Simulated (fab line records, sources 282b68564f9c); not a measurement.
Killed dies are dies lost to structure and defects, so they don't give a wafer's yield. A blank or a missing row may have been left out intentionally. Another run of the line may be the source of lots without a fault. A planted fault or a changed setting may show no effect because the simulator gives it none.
fab line records ; flow rit-cmos ; part 2 of 2: steps 40 to 53 of 53
[record] lots = 5; wafers = 15; last-day = 6
route steps=202 shown PWELL@42 WELLDRIVE@50 NWELL@51 NRETRO@53 PRETRO@64 GATE@75 FOX2@80
lots that met no fault: taken from a fault-free run of the same line
start-h: hours from the record's first day to the start of the lot's first wafer shown ; wait-h: time in hours since the lot's previous step ; " repeats the value in the row above ; L1.1+2: a row that stands for several wafers ; - no value, or no start given ; * or withheld: withheld ; < > ~ a bound
route shown NAME@n: NAME is a module with steps in the file, n the number in the route of the first one ; usual: average and standard deviation across the fault-free wafers ; same: alike in all rows ; chamber/n: place in a boat ; sites: the reading at each site ; _std_site: standard deviation of those values ; _edge_site: the outer-site mean with the inner-site mean subtracted ; radius-mm: for every site, how far away it sits from the centre of the wafer ; mask NAME#n: copy n ; behind: tool/chamber where the wafer was last shaped ; hold: the reason the lot was held/the length of the hold in hours/how it ended ; device: which transistor (n, p or np) failed to switch ; end of line: tests of these same wafers at the route's end ; a step with no rows: only its recipe ; killed: dies lost to structure and defects at the first sort, not the wafer's yield ; map: per-die view of a wafer (x killed, . not killed, _ where there is no die)
set.NAME: the setting the step ran with; set.NAME@STEP: the setting that earlier step ran with ; model.NAME: the simulator's own value behind a step, which no gauge read
lots at some steps of the route; a table a step, a row a wafer
services: from which hour (start-h, from the record's first day; less than 0 if before it) a tool's chamber was out of use, for how many hours, and why
[[steps]]
[step RIT_GATE_OXIDATION_05]
[recipe] temp-c = 900; ambient = O2; target-thk-a = 30; ox-time-s = 270
[usual] spike-tc-centre-C = 901.7/1.1
lot.wafer;tool;chamber;start-h;wait-h;spike-tc-centre-C
L074.2;furnace-03;0;35.09;0.2;901.1
L074.5;furnace-03;0;35.09;0.2;902.0
L074.6;furnace-03;0;35.09;0.2;904.3
L076.3;furnace-03;0;43.48;0.4;902.0
L076.4;furnace-03;0;43.48;0.4;901.8
L076.6;furnace-03;0;43.48;0.4;900.6
L079.2;furnace-03;0;59.08;0.0;901.6
L079.3;furnace-03;0;59.08;0.0;901.8
L079.5;furnace-03;0;59.08;0.0;900.4
L083.2;furnace-03;0;79.09;0.8;901.6
L083.3;furnace-03;0;79.09;0.8;901.2
L083.4;furnace-03;0;79.09;0.8;902.2
L091.2;furnace-03;0;118.88;0.0;900.1
L091.3;furnace-03;0;118.88;0.0;901.5
L091.4;furnace-03;0;118.88;0.0;901.6
[step RIT_GATE_ANNEAL_06]
[recipe] temp-c = 900; time-s = 600; ambient = N2O
[usual] spike-tc-centre-C = 901.9/1.2
lot.wafer;tool;chamber;start-h;wait-h;spike-tc-centre-C
L074.2;furnace-01;0;37.65;1.5;901.4
L074.5;furnace-01;0;37.65;1.5;902.4
L074.6;furnace-01;0;37.65;1.5;903.2
L076.3;furnace-01;0;44.76;0.2;900.5
L076.4;furnace-01;0;44.76;0.2;902.2
L076.6;furnace-01;0;44.76;0.2;901.4
L079.2;furnace-01;0;60.26;0.1;902.1
L079.3;furnace-01;0;60.26;0.1;901.8
L079.5;furnace-01;0;60.26;0.1;903.5
L083.2;furnace-03;0;81.48;1.3;902.0
L083.3;furnace-03;0;81.48;1.3;902.3
L083.4;furnace-03;0;81.48;1.3;900.5
L091.2;furnace-04;0;120.25;0.3;901.9
L091.3;furnace-04;0;120.25;0.3;903.1
L091.4;furnace-04;0;120.25;0.3;901.2
[step RIT_GATE_THK_MEAS_07]
[recipe] reads = SiO2_of_GATE_OXIDATION_05
[usual] GATE_OXIDE_THK = 3.02/0.06
lot.wafer;tool;chamber;start-h;wait-h;GATE_OXIDE_THK[nm]
L074.2;film-metro-03;-;37.91;0.0;3.10
L074.5;film-metro-03;-;37.91;0.0;3.10
L074.6;film-metro-03;-;37.91;0.0;3.12
L076.3;film-metro-03;-;45.03;0.0;3.05
L076.4;film-metro-03;-;45.03;0.0;3.06
L076.6;film-metro-03;-;45.03;0.0;2.89
L079.2;film-metro-02;-;60.52;0.0;2.97
L079.3;film-metro-02;-;60.52;0.0;2.98
L079.5;film-metro-02;-;60.52;0.0;2.93
L083.2;film-metro-02;-;81.74;0.0;3.11
L083.3;film-metro-02;-;81.74;0.0;3.02
L083.4;film-metro-02;-;81.74;0.0;3.08
L091.2;film-metro-02;-;120.51;0.0;2.98
L091.3;film-metro-02;-;120.51;0.0;2.93
L091.4;film-metro-02;-;120.51;0.0;2.94
[step RIT_GATE_CVD_08]
[recipe] material = poly-Si; target-thk-nm = 250; temp-c = 610; precursor = SiH4; time-s = 2220; pressure-mtorr = 300; sih4-flow-sccm = 100
[usual] spike-tc-centre-C = 611.2/1.3
lot.wafer;tool;chamber;start-h;wait-h;spike-tc-centre-C
L074.2;lpcvd-02;1;37.96;0.0;611.8
L074.5;lpcvd-02;1;37.96;0.0;610.6
L074.6;lpcvd-02;1;37.96;0.0;612.0
L076.3;lpcvd-02;1;45.07;0.0;611.6
L076.4;lpcvd-02;1;45.07;0.0;610.5
L076.6;lpcvd-02;1;45.07;0.0;612.4
L079.2;lpcvd-02;1;60.57;0.0;610.8
L079.3;lpcvd-02;1;60.57;0.0;609.4
L079.5;lpcvd-02;1;60.57;0.0;611.1
L083.2;lpcvd-02;1;81.79;0.0;609.3
L083.3;lpcvd-02;1;81.79;0.0;612.1
L083.4;lpcvd-02;1;81.79;0.0;610.1
L091.2;lpcvd-02;1;120.56;0.0;611.9
L091.3;lpcvd-02;1;120.56;0.0;610.6
L091.4;lpcvd-02;1;120.56;0.0;610.4
[step RIT_GATE_THK_MEAS_09]
[recipe] reads = poly-Si_of_GATE_CVD_08
[usual] GATE_POLY_THK = 250.3/2.4
lot.wafer;tool;chamber;start-h;wait-h;GATE_POLY_THK[nm]
L074.2;film-metro-03;-;39.59;0.0;253.8
L074.5;film-metro-03;-;39.59;0.0;252.4
L074.6;film-metro-03;-;39.59;0.0;251.6
L076.3;film-metro-04;-;46.70;0.0;253.0
L076.4;film-metro-04;-;46.70;0.0;252.1
L076.6;film-metro-04;-;46.70;0.0;250.8
L079.2;film-metro-03;-;62.19;0.0;252.0
L079.3;film-metro-03;-;62.19;0.0;253.1
L079.5;film-metro-03;-;62.19;0.0;253.1
L083.2;film-metro-03;-;84.22;0.0;249.5
L083.3;film-metro-03;-;84.22;0.0;249.6
L083.4;film-metro-03;-;84.22;0.0;248.4
L091.2;film-metro-03;-;122.19;0.0;249.6
L091.3;film-metro-03;-;122.19;0.0;250.1
L091.4;film-metro-03;-;122.19;0.0;250.5
[step RIT_GATE_HMDS_10]
[recipe] prime-time-s = 60; prime-temp-c = 140
lot.wafer;tool;chamber;start-h;wait-h
L074.2+5+6;litho-track-03;0;39.66;0.1
L076.3+4+6;litho-track-03;0;46.82;0.1
L079.2+3+5;litho-track-02;0;62.33;0.1
L083.2+3+4;litho-track-01;0;84.30;0.1
L091.2+3+4;litho-track-02;0;122.28;0.1
[step RIT_GATE_COAT_11]
[recipe] resist = NOVOLAK; spin-rpm = 4250; resist-thk-nm = 850
lot.wafer;tool;chamber;start-h;wait-h
L074.2+5+6;litho-track-03;0;39.81;0.1
L076.3+4+6;litho-track-03;0;46.97;0.1
L079.2+3+5;litho-track-02;0;62.48;0.1
L083.2+3+4;litho-track-01;0;84.45;0.1
L091.2+3+4;litho-track-02;0;122.43;0.1
[step RIT_GATE_SOFTBAKE_12]
[recipe] resist = NOVOLAK; temp-c = 90; time-s = 60
lot.wafer;tool;chamber;start-h;wait-h
L074.2+5+6;litho-track-03;0;39.96;0.1
L076.3+4+6;litho-track-03;0;47.12;0.1
L079.2+3+5;litho-track-02;0;62.63;0.1
L083.2+3+4;litho-track-01;0;84.60;0.1
L091.2+3+4;litho-track-02;0;122.58;0.1
[step RIT_GATE_EXPOSE_13]
[recipe] mask-id = M6; na = 0.6; source-shape = conventional; sigma-outer = 0.6; target-cd-nm = 150; dose-mj = 380
lot.wafer;tool;chamber;start-h;wait-h;mask
L074.2+5+6;iline-stepper-02;0;40.23;0.2;M6#0
L076.3+4+6;iline-stepper-02;0;47.38;0.2;M6#0
L079.2+3+5;iline-stepper-02;0;62.77;0.1;M6#0
L083.2+3+4;iline-stepper-01;0;84.74;0.1;M6#0
L091.2+3+4;iline-stepper-01;0;122.87;0.3;M6#0
[step RIT_GATE_PEB_14]
[recipe] resist = NOVOLAK; temp-c = withheld; time-s = withheld
lot.wafer;tool;chamber;start-h;wait-h
L074.2+5+6;litho-track-03;0;40.43;0.2
L076.3+4+6;litho-track-03;0;47.51;0.1
L079.2+3+5;litho-track-03;0;62.89;0.1
L083.2+3+4;litho-track-03;0;84.99;0.2
L091.2+3+4;litho-track-03;0;123.00;0.1
[step RIT_GATE_DEVELOP_15]
[recipe] resist = NOVOLAK; develop-time-s = 52.32; dev-temp-c = 23
lot.wafer;tool;chamber;start-h;wait-h
L074.2+5+6;litho-track-03;0;-;-
L076.3+4+6;litho-track-03;0;-;-
L079.2+3+5;litho-track-03;0;-;-
L083.2+3+4;litho-track-03;0;-;-
L091.2+3+4;litho-track-03;0;-;-
[step RIT_GATE_CD_MEAS_16]
[recipe] target-cd-nm = 150
[usual] cd-nm = 151.6/2.4
lot.wafer;tool;chamber;start-h;wait-h;cd-nm
L074.2;cd-sem-02;-;40.71;-;150.1
L074.5;cd-sem-02;-;40.71;-;148.8
L074.6;cd-sem-02;-;40.71;-;151.6
L076.3;cd-sem-02;-;47.78;-;149.8
L076.4;cd-sem-02;-;47.78;-;148.7
L076.6;cd-sem-02;-;47.78;-;148.3
L079.2;cd-sem-02;-;63.17;-;153.7
L079.3;cd-sem-02;-;63.17;-;156.2
L079.5;cd-sem-02;-;63.17;-;155.5
L083.2;cd-sem-01;-;85.27;-;149.6
L083.3;cd-sem-01;-;85.27;-;151.0
L083.4;cd-sem-01;-;85.27;-;150.9
L091.2;cd-sem-02;-;123.28;-;155.6
L091.3;cd-sem-02;-;123.28;-;153.3
L091.4;cd-sem-02;-;123.28;-;154.8
[step RIT_GATE_OVL_MEAS_17]
[usual] GATE_OVL = 0.2/1.3
lot.wafer;tool;chamber;start-h;wait-h;GATE_OVL[nm]
L074.2;overlay-02;-;40.81;0.1;0.8
L074.5;overlay-02;-;40.81;0.1;1.6
L074.6;overlay-02;-;40.81;0.1;-0.1
L076.3;overlay-01;-;47.87;0.1;0.0
L076.4;overlay-01;-;47.87;0.1;1.0
L076.6;overlay-01;-;47.87;0.1;-0.4
L079.2;overlay-02;-;63.28;0.1;0.1
L079.3;overlay-02;-;63.28;0.1;2.4
L079.5;overlay-02;-;63.28;0.1;1.0
L083.2;overlay-01;-;85.38;0.1;0.7
L083.3;overlay-01;-;85.38;0.1;-0.8
L083.4;overlay-01;-;85.38;0.1;0.0
L091.2;overlay-01;-;123.39;0.1;-0.6
L091.3;overlay-01;-;123.39;0.1;-1.3
L091.4;overlay-01;-;123.39;0.1;-0.5
[step RIT_GATE_HARDBAKE_18]
[recipe] resist = NOVOLAK; temp-c = 140; time-s = 60
lot.wafer;tool;chamber;start-h;wait-h
L074.2+5+6;litho-track-03;0;40.87;0.0
L076.3+4+6;litho-track-01;0;47.95;0.1
L079.2+3+5;litho-track-03;0;63.33;0.0
L083.2+3+4;litho-track-02;0;85.43;0.0
L091.2+3+4;litho-track-02;0;123.56;0.2
[[services]]
tool;chamber;start-h;hours;kind
iline-stepper-01;-;0.85;14.6;repair
implanter-01;-;3.17;1.0;repair
wet-bench-04;-;10.19;8.9;repair
furnace-03;-;14.37;2.7;pm
iline-stepper-01;-;20.05;1.7;pm
plasma-asher-02;-;32.06;0.5;repair
implanter-02;-;37.05;4.4;pm
implanter-04;-;40.06;2.4;repair
iline-stepper-01;-;49.18;4.2;repair
plasma-asher-01;-;65.01;13.4;repair
implanter-01;-;68.75;28.6;repair
furnace-01;-;74.34;3.8;pm
implanter-04;-;84.12;1.4;repair
iline-stepper-02;0;99.87;-;calibration
wet-bench-04;-;104.65;1.1;repair
plasma-asher-01;-;108.75;9.0;pm
plasma-asher-01;0;108.75;9.0;vent-cycle
plasma-asher-01;1;108.75;9.0;vent-cycle
furnace-04;-;111.62;3.5;pm
plasma-asher-01;0;117.75;-;clean
plasma-asher-01;1;117.75;-;clean
plasma-asher-01;-;119.94;4.3;repair
